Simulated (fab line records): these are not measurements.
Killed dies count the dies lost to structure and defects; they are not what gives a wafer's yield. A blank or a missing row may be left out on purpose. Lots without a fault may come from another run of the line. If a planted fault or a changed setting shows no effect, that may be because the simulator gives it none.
Which of the tools did it? || flow rit cmos || 15 lots with 45 wafers sampled at 2 steps, on a route of 202 steps

WHAT THE GAUGES SHOWED, per wafer
The record lacks any reading of a measuring or inspecting step that a usual standard deviation could be used to judge.

EACH LOT AND THE TOOL THAT RAN IT (in order: tool; ch and the chambers of the sampled wafers; start)
{"lot": "L730", "RIT_FOX2_WET_ETCH_03": "wet bench-01 ch 3, day 1 21:16", "RIT_M1_PROBE_99": "-"}
{"lot": "L731", "RIT_FOX2_WET_ETCH_03": "wet bench-04 ch 1, day 2 02:26", "RIT_M1_PROBE_99": "-"}
{"lot": "L732", "RIT_FOX2_WET_ETCH_03": "wet bench-01 ch 3, day 2 07:25", "RIT_M1_PROBE_99": "-"}
{"lot": "L733", "RIT_FOX2_WET_ETCH_03": "wet bench-02 ch 3, day 2 12:07", "RIT_M1_PROBE_99": "-"}
{"lot": "L734", "RIT_FOX2_WET_ETCH_03": "wet bench-01 ch 0, day 2 16:48", "RIT_M1_PROBE_99": "prober-01, day 4 18:40"}
{"lot": "L735", "RIT_FOX2_WET_ETCH_03": "wet bench-01 ch 1, day 2 23:14", "RIT_M1_PROBE_99": "prober-02, day 4 23:36"}
{"lot": "L736", "RIT_FOX2_WET_ETCH_03": "wet bench-01 ch 2, day 3 07:42", "RIT_M1_PROBE_99": "prober-01, day 5 04:57"}
{"lot": "L742", "RIT_FOX2_WET_ETCH_03": "wet bench-04 ch 1, day 4 12:37", "RIT_M1_PROBE_99": "-"}
{"lot": "L743", "RIT_FOX2_WET_ETCH_03": "wet bench-04 ch 1, day 4 18:49", "RIT_M1_PROBE_99": "-"}
{"lot": "L744", "RIT_FOX2_WET_ETCH_03": "wet bench-04 ch 0, day 4 20:23", "RIT_M1_PROBE_99": "-"}
{"lot": "L745", "RIT_FOX2_WET_ETCH_03": "wet bench-02 ch 2, day 5 00:57", "RIT_M1_PROBE_99": "-"}
{"lot": "L746", "RIT_FOX2_WET_ETCH_03": "wet bench-04 ch 0, day 5 07:52", "RIT_M1_PROBE_99": "-"}
{"lot": "L749", "RIT_FOX2_WET_ETCH_03": "wet bench-04 ch 2, day 5 19:20", "RIT_M1_PROBE_99": "-"}
{"lot": "L751", "RIT_FOX2_WET_ETCH_03": "wet bench-01 ch 0, day 6 06:59", "RIT_M1_PROBE_99": "-"}
{"lot": "L753", "RIT_FOX2_WET_ETCH_03": "wet bench-01 ch 0, day 6 16:11", "RIT_M1_PROBE_99": "-"}
- RIT_FOX2_WET_ETCH_03: etches Si3N4 in H3PO4, target depth 195 nm, time 2700 s.
- RIT_M1_PROBE_99

WHAT THE TOOLS THEMSELVES READ (means of the sampled wafers that have a number; where no wafer has one, the mark that the record gives instead)
RIT_M1_PROBE_99. Usual: killed_at_M0_to_M3 0.0 (standard deviation 0.12); killed at contacts 0.0 (standard deviation 0.16); killed at front end 7.5 (standard deviation 2.8); killed dies 7.6 (standard deviation 2.9); killed on rim 2.1 (standard deviation 1.4); killed open 3.7 (standard deviation 2); killed short 3.8 (standard deviation 2).
{"lot": "L734", "tool": "prober-01", "killed_at_M0_to_M3": 0.0, "killed at contacts": 0.0, "killed at front end": 21.0, "killed dies": 21.0, "killed on rim": 9.3, "killed open": 3.3, "killed short": 3.7, "flag": "OFF"}
{"lot": "L735", "tool": "prober-02", "killed_at_M0_to_M3": 0.0, "killed at contacts": 0.0, "killed at front end": 33.7, "killed dies": 33.7, "killed on rim": 1.7, "killed open": 2.7, "killed short": 2.7, "flag": "OFF"}
{"lot": "L736", "tool": "prober-01", "killed_at_M0_to_M3": 0.0, "killed at contacts": 0.0, "killed at front end": 23.7, "killed dies": 23.7, "killed on rim": 11.3, "killed open": 3.7, "killed short": 3.0, "flag": "OFF"}

THE ANSWER, worked out from the rows above alone
Rule: a lot is off if the mean of its wafers that have a number lies more than 3 standard deviations from the usual mean. A lot without any number at a reading at which 4 lots or more have one is off too. Any other lot the step has rows for is counted as sound. The gauges are gone through in route order, then the tools' own readings, and for those a lot's mean is taken as printed above. At the first step where some lot is off, the reading lying furthest off is the one used; lots without a number count as furthest.
Off: L734, L735, L736 (RIT_M1_PROBE_99, killed at front end). Neither off nor sound, because the step has no rows for them: L730, L731, L732, L733, L742, L743, L744, L745, L746, L749, L751, L753.
If a tool, at that step or one of the process steps before it, ran each lot that is off and ran no sound lot following the first of them, it fits. One fits: wet bench-01 at RIT_FOX2_WET_ETCH_03. It ran no sound lot before its first lot that is off in this sample, so the start can't be narrowed down.

WHAT WAS PUT IN BY THE SIMULATOR
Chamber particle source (wet bench-01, RIT_FOX2_WET_ETCH_03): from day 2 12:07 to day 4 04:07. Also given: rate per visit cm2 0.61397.
Shown lots that were struck: L734, L735, L736. Same finding as the rule above.
